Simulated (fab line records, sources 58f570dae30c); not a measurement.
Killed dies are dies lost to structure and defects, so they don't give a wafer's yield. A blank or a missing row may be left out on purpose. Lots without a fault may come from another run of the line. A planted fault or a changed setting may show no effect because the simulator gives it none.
Problem report in the 8D (eight disciplines) form, filled by code | flow berkeley_cmos170 | the parts of the form that need people (team, actions taken, sign-off) are left out

1. THE PROBLEM
PWELL_OXIDE_THK at UCB170_PWELL_THK_MEAS_03 reads a mean of 30.3 nm on 9 wafers of 3 lots; wafers without a fault read 26.4 nm with a standard deviation of 0.59. That is +6.7 standard deviations from the usual mean.
First seen on wafer L682.1, day 5 23:21, on film_metro-02. The record holds 45 wafers of 15 lots with a number at this step. Rule for "out", or "out of limits": more than 4 standard deviations from the usual mean. The other wafers with a number count as sound.

2. WHAT IT IS AND WHAT IT IS NOT
question                    | is                     | is not
which readings at this step | PWELL_OXIDE_THK        | -
which lots                  | L682, L685, L688       | L666, L667, L668, L669, L670, L671, L672, L673, L674, L675, L676, L689
which wafers of those lots  | all that have a number | -
read on which gauges        | film_metro-02          | film_metro-03, film_metro-04
when                        | from day 5 23:21       | up to then (33 sound wafers); but 3 sound wafers of L689 came after

3. SUSPECTS, AND WHAT RULES EACH OUT
Counting: a tool at a process step up to the reading stays a suspect if it ran every lot that is out and no sound lot after the first of them.
- the gauge at UCB170_PWELL_THK_MEAS_03: kept. All the wafers that are out were read on film_metro-02, and no step on other tools shows them out.
Left after counting: film_metro-02 at UCB170_PWELL_THK_MEAS_03.

4. THE CAUSE (what the simulator had put in)
Metrology matching offset: film_metro-02, from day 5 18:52 on, at UCB170_PWELL_THK_MEAS_03. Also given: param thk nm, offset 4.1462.
Counting left only this tool.

5. THE CHAIN OF EFFECTS, in route order
Each row: a reading whose mean over the struck wafers that have a number lies more than 3 standard deviations from the usual. Only readings for which the record gives a usual standard deviation are gone through. hours: the time from each lot's start at the first step in this table that gives one to its start at this step, as a median over the lots. sigmas: the change in usual standard deviations.
hours | step                     | reading         | usual   | on struck wafers | change | sigmas
0     | UCB170_PWELL_THK_MEAS_03 | PWELL_OXIDE_THK | 26.4 nm | 30.3             | +3.9   | +6.7
Later measuring or inspecting steps at which every struck wafer that the step has a row for has a number for every such reading, and none has moved that far: UCB170_PLDD_CD_MEAS_06.

6. WHAT WOULD HAVE CAUGHT IT SOONER
In this record the first reading out of limits at a measuring or inspecting step was taken at day 5 23:21, 4 hours after the fault began at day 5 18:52.
